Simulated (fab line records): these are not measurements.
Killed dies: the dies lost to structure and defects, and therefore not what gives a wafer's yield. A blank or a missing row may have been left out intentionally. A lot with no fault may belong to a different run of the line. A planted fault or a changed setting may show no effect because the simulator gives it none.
Comparing a struck lot with a sound one | flow rit_cmos | 38 steps out of a route of 202
Sound: the wafers L106.3, L106.4, L106.5. Wafers L997.3, L997.5, L997.6 were the ones struck. The cause comes at the end.
For every step that has rows: the tool of each side, followed by ch and its chambers, followed by its first start. Under that, the readings that differ: sound wafers | struck wafers | difference of the means | sigmas: that difference in standard deviations of wafers without a fault.
alike: readings with means less than 2 such deviations apart, plus words and numbers identical on both sides. not compared: withheld readings, readings lacking a value on some wafer, bounds such as >300 that could conceal the same value, and numbers that have no deviation in the record and whose values overlap.
A row with sigmas, a row that says differs or no value, or rows on one side alone: a step with any of these is where the two part. Non-overlapping numbers with no deviation appear without sigmas and do not part them. A reading missing from all wafers of one side parts the sides only when that side holds two or more wafers.

first, 1 step without rows for these wafers: RIT_PRETRO_DEVELOP_05 (develop time 68 s).
RIT_PRETRO_OVL_MEAS_06:
  sound on overlay-01, day 6 06:12; struck on overlay-02, day 4 04:21
  alike: PRETRO_OVL
then, 2 steps without rows for these wafers: RIT_PRETRO_HARDBAKE_07 (time 120 s); RIT_PRETRO_IMPLANT_08.
RIT_PRETRO_STRIP_09: strips in O2, time 180 s.
  sound on plasma_asher-02 ch 0,1, day 6 06:43; struck on plasma_asher-02 ch 0,1, day 4 04:50
  alike: drypump_motor_current_A, o2_flow_sccm
  not compared: rf_hours_counter_h
RIT_PRETRO_TW_MEAS_10:
  sound on film_metro-03, day 6 06:50; struck on film_metro-01, day 4 04:58
  alike: PRETRO_TW
then, 5 steps without rows for these wafers: RIT_GATE_WET_ETCH_00 (etches SiO2 in BOE, target depth 56 nm, time 60 s); RIT_GATE_CLEAN_01 (cleans in SC1, time 600 s); RIT_GATE_CLEAN_02 (cleans in dHF, time 30 s); RIT_GATE_CLEAN_03 (cleans in SC2, time 600 s); RIT_GATE_CLEAN_04 (cleans in dHF, time 60 s).
RIT_FOX2_THK_MEAS_91:
  sound on film_metro-04, day 6 07:19; struck on film_metro-01, day 4 05:38
  reading                     | sound       | struck      | difference | sigmas
  FIELD_OXIDE_LEFT_2_THK (nm) | 256 268 265 | 278 278 279 | +15        | +2
-- the record jumps here: 5 days lie between the struck wafers' starts before and after (it left off in module FOX2 and takes up again in module GATE, whose first step shown is number 75 of the route) --
RIT_GATE_OXIDATION_05: target thk 3 nm, ox time 270 s.
  sound on furnace-02 ch 0, day 6 07:59; struck on furnace-04 ch 0, day 9 05:41
  alike: tube_center_temp_C
then, 1 step without rows for these wafers: RIT_GATE_ANNEAL_06 (time 600 s).
RIT_GATE_THK_MEAS_07:
  sound on film_metro-02, day 6 09:20; struck on film_metro-01, day 9 07:02
  alike: GATE_OXIDE_THK
then, 1 step without rows for these wafers: RIT_GATE_CVD_08 (deposits poly-Si from SiH4, target thk 250 nm, time 2220 s).
RIT_GATE_THK_MEAS_09:
  sound on film_metro-04, day 6 11:00; struck on film_metro-04, day 9 08:43
  alike: GATE_POLY_THK
then, 6 steps without rows for these wafers: RIT_GATE_HMDS_10 (prime time 60 s); RIT_GATE_COAT_11 (resist thk 841 nm); RIT_GATE_SOFTBAKE_12 (time 60 s); RIT_GATE_EXPOSE_13 (exposes mask M6, target cd 150 nm); RIT_GATE_PEB_14; RIT_GATE_DEVELOP_15 (develop time 50 s).
RIT_GATE_CD_MEAS_16: target cd 150 nm.
  sound on cd_sem-01, day 6 11:56; struck on cd_sem-01, day 9 09:38
  reading    | sound             | struck            | difference | sigmas
  cd_nm (nm) | 154.8 156.1 154.3 | 147.5 146.6 147.0 | -8.0       | -3
RIT_GATE_OVL_MEAS_17:
  sound on overlay-01, day 6 12:02; struck on overlay-02, day 9 09:44
  alike: GATE_OVL
then, 1 step without rows for these wafers: RIT_GATE_HARDBAKE_18 (time 60 s).
RIT_GATE_ETCH_19: etches poly-Si in SF6/CHF3/O2, stops on SiO2, time 165 s, target depth 312.5 nm.
  sound on rie_si-02 ch 0,2, day 6 12:12; struck on rie_si-01 ch 0,1, day 9 09:54
  alike: drypump_motor_current_A, oes_product_au, throttle_valve_pct
  not compared: rf_hours_counter_h
RIT_GATE_STRIP_20: strips in O2, time 180 s.
  sound on plasma_asher-04 ch 0,1, day 6 12:22; struck on plasma_asher-01 ch 0,1, day 9 10:04
  alike: drypump_motor_current_A, o2_flow_sccm
  not compared: rf_hours_counter_h
RIT_GATE_CD_MEAS_90: target cd 150 nm.
  sound on cd_sem-01, day 6 12:31; struck on cd_sem-02, day 9 10:13
  reading    | sound             | struck            | difference | sigmas
  cd_nm (nm) | 155.4 156.2 154.1 | 147.3 146.3 147.4 | -8.2       | -3
then, 4 steps without rows for these wafers: RIT_REOX_CLEAN_00 (cleans in SC1, time 591.2 s); RIT_REOX_CLEAN_01 (cleans in dHF, time 30 s); RIT_REOX_CLEAN_02 (cleans in SC2, time 600 s); RIT_REOX_OXIDATION_03 (target thk 25.2 nm, ox time 5580 s).
RIT_REOX_THK_MEAS_04:
  sound on film_metro-02, day 6 15:32; struck on film_metro-01, day 9 13:39
  alike: REOX_OXIDE_THK
then, 1 step without rows for these wafers: RIT_NLDD_HMDS_00 (prime time 60 s).
RIT_NLDD_COAT_01: resist thk 1000 nm.
  sound on litho_track-02 ch 0, day 6 15:47; struck on litho_track-01 ch 0, day 9 13:53
  not compared: model.NOVOLAK_of_NLDD_COAT_01.thk_nm
then, 1 step without rows for these wafers: RIT_NLDD_SOFTBAKE_02 (time 60 s).
RIT_M1_PROBE_99:
  sound on prober-02, day 7 08:40; struck on prober-01, day 10 10:16
  reading                             | sound             | struck            | difference | sigmas
  model.etest.nmos_0p15.gate_bv_v (V) | 4.965 4.836 4.9   | 4.4 4.473 4.415   | -0.5       |
  model.etest.pmos_0p15.gate_bv_v (V) | 4.857 4.778 4.838 | 4.291 4.325 4.326 | -0.510     |
  model.etest.pmos_0p15.bv_v (V)      | 5.79 5.751 5.764  | 5.377 5.404 5.409 | -0.372     |
  model.etest.pmos_0p3.bv_v (V)       | 5.788 5.749 5.763 | 5.376 5.402 5.407 | -0.372     |
  model.etest.nmos_0p15.bv_v (V)      | 5.578 5.522 5.559 | 5.228 5.285 5.254 | -0.297     |
  model.etest.nmos_0p3.bv_v (V)       | 5.578 5.522 5.559 | 5.228 5.285 5.254 | -0.297     |
  alike: killed_at_M0_to_M3, killed_at_contacts, killed_at_front_end, killed_dies, killed_open, killed_short

== WHERE THEY PART ==
Earliest at RIT_FOX2_THK_MEAS_91; latest, in this record, at RIT_GATE_CD_MEAS_90. Later steps at which nothing parts them and some readings are alike: RIT_REOX_THK_MEAS_04, RIT_M1_PROBE_99.

WHY: whatever the simulator had introduced
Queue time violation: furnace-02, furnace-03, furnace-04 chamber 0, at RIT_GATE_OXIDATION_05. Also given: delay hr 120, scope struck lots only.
